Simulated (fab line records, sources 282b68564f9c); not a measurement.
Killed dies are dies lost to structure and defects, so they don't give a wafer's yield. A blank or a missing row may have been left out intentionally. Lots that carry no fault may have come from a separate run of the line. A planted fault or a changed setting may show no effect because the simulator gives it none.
A struck lot beside a sound one -- flow rit cmos -- 14 steps out of a route of 202
Sound: these wafers, L328.2, L328.5, L328.6. The struck wafers were L345.1, L345.4, L345.6. At the end, the cause is stated.
Per side, at each step with rows, come the tool, then ch with its chambers, and then its first start. Under that, the readings that differ: sound wafers -- struck wafers -- difference of the means -- sigmas: that difference in standard deviations of wafers without a fault.
alike: readings with means less than 2 such deviations apart, plus words and numbers identical on both sides. not compared: withheld readings, readings lacking a value on some wafer, bounds such as >300 that could conceal the same value, and numbers that have no deviation in the record and whose values overlap.
A row with sigmas, a row that says differs or no value, or rows on one side alone: a step with any of these is where the two part. When numbers do not overlap yet have no deviation, they are printed without sigmas and do not part them. A reading missing from all wafers of one side parts the sides only when that side holds two or more wafers.

first, 1 step without rows for these wafers: RIT_PLDD_IMPLANT_08.
RIT_PLDD_STRIP_09: strips in O2, time 180 s.
  sound on plasma asher-02 ch 0,1, day 3 11:15; struck on plasma asher-01 ch 1, day 6 23:31
  alike: drypump motor current A, o2 flow sccm
  not compared: rf hours counter h
RIT_PLDD_TW_MEAS_10:
  struck on film metro-01, day 6 23:42; sound on film metro-03, day 3 11:26
  alike: PLDD_TW
then, 4 steps without rows for these wafers: RIT_SPACER_CLEAN_00 (cleans in SC1, time 600 s); RIT_SPACER_CLEAN_01 (cleans in dHF, time 30 s); RIT_SPACER_CLEAN_02 (cleans in SC2, time 600 s); RIT_SPACER_CVD_03 (deposits Si3N4 from SiH2Cl2/NH3, target thk 250 nm, time 3300 s).
RIT_SPACER_THK_MEAS_04:
  struck on film metro-04, day 7 02:17; sound on film metro-04, day 3 13:47
reading,sound,struck,difference,sigmas
SPACER_NITRIDE_THK (nm),253.0 253.1 251.2,244.9 245.9 245.9,-6.9,-3
RIT_SPACER_ETCHBACK_05: etches Si3N4 in SF6/CHF3, stops on SiO2, target depth 250 nm, time 240 s.
  sound on rie diel-02 ch 0,2,3, day 3 13:50; struck on rie diel-04 ch 0,1,2, day 7 02:20
  alike: drypump motor current A, oes product au, throttle valve pct
  not compared: rf hours counter h
then, 3 steps without rows for these wafers: RIT_NSD_HMDS_00 (prime time 60 s); RIT_NSD_COAT_01 (resist thk 1000 nm); RIT_NSD_SOFTBAKE_02 (time 60 s).
RIT_NSD_EXPOSE_03: exposes mask M9, target cd 40700 nm.
  struck on iline stepper-02, day 7 03:05; sound on iline stepper-01 ch 0, day 3 14:28
  no value came back on the struck wafers for exposure dose mJ cm2, focus offset nm (nm); on the sound wafers exposure dose mJ cm2 reads 250.25 249.81 250.01
  alike: mask
after that, 1 step had no rows for these wafers: RIT_NSD_PEB_04.

WHERE THEY PART
First at RIT_SPACER_THK_MEAS_04; last, within this record, at RIT_NSD_EXPOSE_03.

WHY: the cause the simulator had injected
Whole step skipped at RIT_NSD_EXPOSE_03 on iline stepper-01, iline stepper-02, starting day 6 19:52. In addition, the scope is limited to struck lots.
